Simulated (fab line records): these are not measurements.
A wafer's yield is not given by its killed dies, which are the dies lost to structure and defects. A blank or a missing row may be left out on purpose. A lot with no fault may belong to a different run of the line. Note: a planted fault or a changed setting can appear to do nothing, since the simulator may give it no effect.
Split-lot trial | flow berkeley-cmos170 | route with 331 steps; 5 lots, 23 wafers read

## ABOUT THE SPLIT
At UCB170_SILICIDE_SPUTTER_01 (material Ti, target thk 30 nm, time 25 s), the setting power-w was moved away from the recipe's 1500 W on 5 of the 23 wafers read, by -11.1% to +8.1%. This setting was run at the recipe's value on the other wafers.

## SPLIT TO READING: what lies between them in the file, 1 step
- UCB170_SILICIDE_RS_MEAS_02: measures by four-point-probe

## THE READING
SILICIDE_TI_THK, in nm, at UCB170_SILICIDE_THK_MEAS_03 (measures by xrf). A value of 30.1 nm with a standard deviation of 0.46 nm is what fault-free wafers of this fab line usually give.

wafer  | tool, chamber at the split | power-w as run, W | against the recipe | SILICIDE_TI_THK, nm | against lot-mates on the recipe
L074.1 | pvd-sputter-01, -          | 1500              | recipe             | 29.8                | -
L074.3 | pvd-sputter-01, -          | 1500              | recipe             | 29.5                | -
L074.4 | pvd-sputter-01, -          | 1500              | recipe             | 29.5                | -
L074.5 | pvd-sputter-01, -          | 1500              | recipe             | 29.7                | -
L074.6 | pvd-sputter-01, -          | 1500              | recipe             | 29.6                | -
L077.2 | pvd-sputter-03, -          | 1500              | recipe             | 29.1                | -
L077.3 | pvd-sputter-03, -          | 1334              | -11.1%             | 26.4                | -2.9
L077.4 | pvd-sputter-03, -          | 1500              | recipe             | 29.3                | -
L077.5 | pvd-sputter-03, -          | 1500              | recipe             | 29.6                | -
L077.6 | pvd-sputter-03, -          | 1334              | -11.1%             | 26.1                | -3.2
L081.2 | pvd-sputter-04, -          | 1500              | recipe             | 30.5                | -
L081.3 | pvd-sputter-04, -          | 1500              | recipe             | 30.6                | -
L081.4 | pvd-sputter-04, -          | 1500              | recipe             | 30.8                | -
L081.5 | pvd-sputter-04, -          | 1500              | recipe             | 30.5                | -
L081.6 | pvd-sputter-04, -          | 1500              | recipe             | 30.2                | -
L084.1 | pvd-sputter-01, -          | 1500              | recipe             | 29.5                | -
L084.4 | pvd-sputter-01, -          | 1500              | recipe             | 29.5                | -
L084.5 | pvd-sputter-01, -          | 1500              | recipe             | 29.2                | -
L085.1 | pvd-sputter-04, -          | 1622              | +8.1%              | 33.0                | +2.5
L085.3 | pvd-sputter-04, -          | 1622              | +8.1%              | 32.4                | +1.9
L085.4 | pvd-sputter-04, -          | 1500              | recipe             | 30.3                | -
L085.5 | pvd-sputter-04, -          | 1622              | +8.1%              | 32.4                | +1.9
L085.6 | pvd-sputter-04, -          | 1500              | recipe             | 30.7                | -

THE FIT
A straight line over all 23 wafers: SILICIDE_TI_THK changes by +0.331 nm for each +1% of power-w; r = +0.95; the points scatter about the line by 0.51 nm.
The same after taking each lot's own level away (the mean of its wafers on the recipe; 23 wafers): +0.27 nm for each +1%; r = +0.99; scatter 0.2 nm.
According to that fit, moving power-w by its largest amount changes the reading by 3 nm.
Measured against the standard deviation above, the lots' own levels, which go from 29.33 to 30.52 nm, span 2.6 times it.
So the lot-to-lot level changes the slope: the two fits differ.
Check: for one of the wafers moved furthest among these (-11.1%), held out of the fit, the line's prediction against its lot-mates is -3.04 nm. It came out at -2.93 nm against them.

## FURTHER SPLITS ON THESE WAFERS
Note: prior to the reading, these wafers also went through further splits. Each is held against what the fit with the lots' levels taken away leaves over:
other split on the same wafers       | wafers away from the commonest value | r with SILICIDE_TI_THK (lot level and that fit taken away)
UCB170_NVT_IMPLANT_07 energy-kev     | 4                                    | +0.31
UCB170_PVT_STRIP_08 overash-fraction | 10                                   | -0.46
UCB170_GATE_COAT_07 spin-rpm         | 5                                    | +0.03
UCB170_GATE_ETCH_15 over-etch-frac   | 10                                   | +0.23
UCB170_PSD_IMPLANT_08 dose-cm2       | 7                                    | +0.02
UCB170_NSD_IMPLANT_08 tilt-deg       | 7                                    | +0.30

## THE WHOLE CHAIN: every reading that the file lists as answering this split, in the file's order
step                        | what it does                             | reading                                                                           | change (the file's fit)              | r (the file's)
UCB170_SILICIDE_SPUTTER_01  | material Ti, target thk 30 nm, time 25 s | Ti_of_SILICIDE_SPUTTER_01.thk-nm (the simulator's own value, which no gauge read) | +0.28 nm for each +1% of the setting | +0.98
UCB170_SILICIDE_RS_MEAS_02  | measures by four-point-probe             | SILICIDE_TI_RS                                                                    | -0.321 for each +1% of the setting   | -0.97
UCB170_SILICIDE_THK_MEAS_03 | measures by xrf                          | SILICIDE_TI_THK                                                                   | +0.272 for each +1% of the setting   | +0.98

## THE FILE'S OWN FIT
SILICIDE_TI_THK changes by +0.272 nm for each +1% of power-w, r = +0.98.
